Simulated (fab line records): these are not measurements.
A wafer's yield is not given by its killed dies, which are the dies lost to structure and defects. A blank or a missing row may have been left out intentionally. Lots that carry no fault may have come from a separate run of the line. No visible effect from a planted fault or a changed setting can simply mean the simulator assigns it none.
Which tool did it? :: flow berkeleyCmos170 :: 39 wafers from 13 lots sampled at 5 of the route's 331 steps

## WHAT THE GAUGES READ, wafer by wafer
UCB170_PFIELD_TW_MEAS_09. Usual: PFIELD_TW gives 601 (standard deviation 9).
lot: L365
measured: day 4 03:13
on: filmMetro-01
PFIELD_TW: 587 586 589
flag: 

lot: L366
measured: day 4 13:40
on: filmMetro-04
PFIELD_TW: 595 598 600
flag: 

lot: L368
measured: day 5 00:58
on: filmMetro-04
PFIELD_TW: 600 602 604
flag: 

lot: L372
measured: day 5 16:37
on: filmMetro-03
PFIELD_TW: 616 612 613
flag: 

lot: L373
measured: day 5 16:52
on: filmMetro-04
PFIELD_TW: 604 604 602
flag: 

lot: L376
measured: day 6 11:20
on: filmMetro-04
PFIELD_TW: 604 601 600
flag: 

lot: L379
measured: day 7 05:10
on: filmMetro-01
PFIELD_TW: 586 587 586
flag: 

lot: L380
measured: day 7 05:20
on: filmMetro-03
PFIELD_TW: 612 611 608
flag: 

lot: L381
measured: day 7 13:00
on: filmMetro-01
PFIELD_TW: 588 589 588
flag: 

lot: L383
measured: day 8 00:07
on: filmMetro-04
PFIELD_TW: 599 603 601
flag: 

lot: L386
measured: day 8 14:19
on: filmMetro-04
PFIELD_TW: 600 604 600
flag: 

lot: L388
measured: day 8 17:50
on: filmMetro-03
PFIELD_TW: 608 608 609
flag: 

lot: L387
measured: day 8 18:05
on: filmMetro-03
PFIELD_TW: 607 611 606
flag: 

UCB170_GATE_OVL_MEAS_13. Usual: GATE_OVL gives 2 nm (standard deviation 7.6).
lot: L365
measured: day 5 16:10
on: overlay-01
GATE_OVL (nm): 6 5 10
flag: 

lot: L366
measured: day 6 02:10
on: overlay-01
GATE_OVL (nm): -1 -7 -7
flag: 

lot: L368
measured: day 6 15:21
on: overlay-02
GATE_OVL (nm): -1 -5 -9
flag: 

lot: L372
measured: day 7 02:56
on: overlay-01
GATE_OVL (nm): -9 -7 -4
flag: 

lot: L373
measured: day 7 03:12
on: overlay-01
GATE_OVL (nm): 18 11 14
flag: 

lot: L376
measured: day 8 02:35
on: overlay-01
GATE_OVL (nm): 4 9 0
flag: 

lot: L379
measured: day 8 19:22
on: overlay-01
GATE_OVL (nm): 8 11 4
flag: 

lot: L380
measured: day 8 19:35
on: overlay-02
GATE_OVL (nm): -9 -7 -8
flag: 

lot: L381
measured: day 9 07:32
on: overlay-01
GATE_OVL (nm): -8 2 -11
flag: 

lot: L383
measured: day 9 17:49
on: overlay-01
GATE_OVL (nm): 11 10 11
flag: 

lot: L386
measured: day 10 10:27
on: overlay-02
GATE_OVL (nm): 5 7 2
flag: 

lot: L388
measured: day 10 15:21
on: overlay-01
GATE_OVL (nm): -4 3 -8
flag: 

lot: L387
measured: day 10 15:07
on: overlay-02
GATE_OVL (nm): 8 13 4
flag: 

UCB170_NSD_CD_MEAS_06 targets a cd of 1200 nm. Usual: cdNm 1200.3 nm, standard deviation 1.6.
lot: L365
measured: day 6 04:03
on: cdSem-02
cdNm (nm): 1202.6 1200.8 1203.3
flag: 

lot: L366
measured: day 6 17:48
on: cdSem-01
cdNm (nm): 1201.7 1201.1 1202.1
flag: 

lot: L368
measured: day 7 05:37
on: cdSem-02
cdNm (nm): 1199.6 1199.2 1199.5
flag: 

lot: L372
measured: day 7 14:40
on: cdSem-02
cdNm (nm): 1197.7 1198.8 1198.9
flag: 

lot: L373
measured: day 7 14:33
on: cdSem-01
cdNm (nm): - - -
flag: OFF

lot: L376
measured: day 8 15:25
on: cdSem-01
cdNm (nm): 1199.4 1200.4 1199.5
flag: 

lot: L379
measured: day 9 08:32
on: cdSem-01
cdNm (nm): 1201.0 1201.6 1200.9
flag: 

lot: L380
measured: day 9 08:15
on: cdSem-02
cdNm (nm): 1200.3 1200.3 1200.5
flag: 

lot: L381
measured: day 9 20:12
on: cdSem-02
cdNm (nm): 1201.8 1201.5 1202.5
flag: 

lot: L383
measured: day 10 10:38
on: cdSem-02
cdNm (nm): 1201.8 1201.4 1200.9
flag: 

lot: L386
measured: day 10 19:25
on: cdSem-02
cdNm (nm): 1200.7 1200.8 1201.7
flag: 

lot: L388
measured: day 11 03:48
on: cdSem-02
cdNm (nm): 1202.8 1203.1 1203.4
flag: 

lot: L387
measured: day 11 03:50
on: cdSem-01
cdNm (nm): 1200.2 1201.2 1200.9
flag: 

UCB170_NSD_TW_MEAS_10. Usual: NSD_TW gives 4190 (standard deviation 31).
lot: L365
measured: day 6 04:27
on: filmMetro-02
NSD_TW: 4150 4178 4179
flag: 

lot: L366
measured: day 6 18:12
on: filmMetro-02
NSD_TW: 4187 4154 4167
flag: 

lot: L368
measured: day 7 06:05
on: filmMetro-04
NSD_TW: 4183 4213 4198
flag: 

lot: L372
measured: day 7 15:04
on: filmMetro-03
NSD_TW: 4249 4218 4235
flag: 

lot: L373
measured: day 7 14:57
on: filmMetro-02
NSD_TW: 30 30 30 30 30 30
flag: OFF

lot: L376
measured: day 8 15:49
on: filmMetro-04
NSD_TW: 4199 4177 4170
flag: 

lot: L379
measured: day 9 08:55
on: filmMetro-02
NSD_TW: 4177 4154 4166
flag: 

lot: L380
measured: day 9 08:39
on: filmMetro-03
NSD_TW: 4222 4209 4240
flag: 

lot: L381
measured: day 9 20:35
on: filmMetro-03
NSD_TW: 4239 4206 4238
flag: 

lot: L383
measured: day 10 11:01
on: filmMetro-02
NSD_TW: 4188 4177 4193
flag: 

lot: L386
measured: day 10 19:49
on: filmMetro-02
NSD_TW: 4178 4185 4183
flag: 

lot: L388
measured: day 11 04:13
on: filmMetro-04
NSD_TW: 4191 4168 4206
flag: 

lot: L387
measured: day 11 04:13
on: filmMetro-02
NSD_TW: 4169 4172 4177
flag: 

## EACH LOT AND THE TOOL THAT RAN IT (in order: tool; ch and the chambers of the sampled wafers; start)
lot: L365
UCB170_NSD_EXPOSE_03: krfScanner-01 ch 0, day 6 02:59

lot: L366
UCB170_NSD_EXPOSE_03: krfScanner-02 ch 0, day 6 17:24

lot: L368
UCB170_NSD_EXPOSE_03: krfScanner-01 ch 0, day 7 04:32

lot: L372
UCB170_NSD_EXPOSE_03: krfScanner-02 ch 0, day 7 14:16

lot: L373
UCB170_NSD_EXPOSE_03: krfScanner-02 ch 0, day 7 14:10

lot: L376
UCB170_NSD_EXPOSE_03: krfScanner-02 ch 0, day 8 14:42

lot: L379
UCB170_NSD_EXPOSE_03: krfScanner-01 ch 0, day 9 08:08

lot: L380
UCB170_NSD_EXPOSE_03: krfScanner-02 ch 0, day 9 07:52

lot: L381
UCB170_NSD_EXPOSE_03: krfScanner-01 ch 0, day 9 19:24

lot: L383
UCB170_NSD_EXPOSE_03: krfScanner-02 ch 0, day 10 10:05

lot: L386
UCB170_NSD_EXPOSE_03: krfScanner-01 ch 0, day 10 18:52

lot: L388
UCB170_NSD_EXPOSE_03: krfScanner-02 ch 0, day 11 03:20

lot: L387
UCB170_NSD_EXPOSE_03: krfScanner-01 ch 0, day 11 03:06
- UCB170_NSD_EXPOSE_03: exposes mask NSELECT MOD, target cd 1200 nm.

## AS READ BY THE TOOLS THEMSELVES (means over the sampled wafers that have a number; for cases with no such wafer, the mark the record gives instead)
The record holds no such reading with a usual standard deviation.

## THE ANSWER, worked out from the rows above alone
Rule: take the mean of a lot's wafers that have a number; if it is more than 3 standard deviations from the usual mean, the lot is off. A lot without any number at a reading at which 4 lots or more have one is off too. Where the step has rows for the other lots, those lots are counted as sound. After the gauges, taken in route order, come the tools' own readings; for these a lot's mean is taken, as printed above. The first step at which some lot is off is used, and at that step the reading that is off furthest; a lot without a number counts as furthest.
Off: L373, at UCB170_NSD_CD_MEAS_06 (cdNm). Without a number there: L373.
A tool fits if, at a process step before that reading, it ran every lot that is off, and no sound lot after the first of them. Not tried: the gauges at UCB170_NSD_CD_MEAS_06; whatever is off there is also off at UCB170_NSD_TW_MEAS_10, on other tools, and gauge error can't account for it. Of those tried, none fits.

## WHAT THE SIMULATOR HAD PUT IN
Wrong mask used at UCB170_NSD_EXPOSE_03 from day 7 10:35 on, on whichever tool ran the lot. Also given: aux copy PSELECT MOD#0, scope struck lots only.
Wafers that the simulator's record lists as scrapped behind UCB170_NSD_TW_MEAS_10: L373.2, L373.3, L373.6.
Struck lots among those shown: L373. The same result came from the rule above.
